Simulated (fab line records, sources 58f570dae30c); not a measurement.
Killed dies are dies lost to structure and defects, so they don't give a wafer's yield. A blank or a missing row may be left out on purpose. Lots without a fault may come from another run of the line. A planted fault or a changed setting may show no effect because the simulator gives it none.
A struck lot beside a sound one | flow berkeley_cmos170 | 14 steps out of a route of 331
Sound: wafers L771.1, L771.2, L771.5. Struck: wafers L787.1, L787.3, L787.6. The cause comes at the end.
At each step with rows: each side's tool, then ch and its chambers, then its first start. Under that, the readings that differ: sound wafers | struck wafers | difference of the means | sigmas: that difference in standard deviations of wafers without a fault.
alike: readings whose means differ by less than 2 such deviations, and words and numbers that are the same on both sides. not compared: withheld readings, readings that some wafer has no value for, bounds like >300 that may hide the same value, and numbers for which the record gives no deviation and whose values overlap.
The two part at a step that has a row with sigmas, a row that says differs or no value, or rows on one side only. Numbers that don't overlap but have no deviation are shown without sigmas and don't part them. A reading that every wafer of one side lacks parts them only if that side has two wafers or more.

first, 5 steps without rows for these wafers: UCB170_PWELL_CLEAN_18 (cleans in SPM, time 600 s); UCB170_PWELL_WET_ETCH_19 (etches Si3N4 in H3PO4, time 14400 s); UCB170_PWELL_WET_ETCH_20 (etches SiO2 in BOE, time 22 s); UCB170_WELLDRIVE_CLEAN_00 (cleans in SPM, time 600 s); UCB170_WELLDRIVE_OXIDATION_01 (target thk 199 nm, ox time 9000 s).
UCB170_WELLDRIVE_THK_MEAS_02:
  sound on film_metro-04, day 4 23:08; struck on film_metro-03, day 8 06:37
  alike: WELLDRIVE_OXIDE_THK
then, 5 steps without rows for these wafers: UCB170_WELLDRIVE_ANNEAL_03 (time 900 s); UCB170_WELLDRIVE_WET_ETCH_04 (etches SiO2 in BOE, time 120 s); UCB170_ACTIVE_CLEAN_00 (cleans in SPM, time 600 s); UCB170_ACTIVE_CLEAN_01 (cleans in dHF, time 60 s); UCB170_ACTIVE_OXIDATION_02 (target thk 26.4 nm, ox time 1260 s).
UCB170_ACTIVE_THK_MEAS_03:
  sound on film_metro-01, day 5 09:35; struck on film_metro-01, day 8 12:22
  alike: ACTIVE_OXIDE_THK
UCB170_ACTIVE_ANNEAL_04: time 900 s.
  sound on furnace-04 ch 0, day 5 13:47; struck on furnace-03, day 8 13:59
  no value came back on the struck wafers for spike_tc_centre_C (C), spike_tc_load_C (C), zone_power_source_pct (%); on the sound wafers spike_tc_centre_C (C) reads 1004.0 1004.5 1003.9
then, 1 step without rows for these wafers: UCB170_ACTIVE_CVD_05 (deposits Si3N4 from SiH2Cl2/NH3, target thk 220 nm, time 3300 s).

WHERE THEY PART
Only at UCB170_ACTIVE_ANNEAL_04, within this record.

WHY: what the simulator had put in
Skipped step whole: furnace-03, from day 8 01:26 on, at UCB170_ACTIVE_ANNEAL_04. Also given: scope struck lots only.
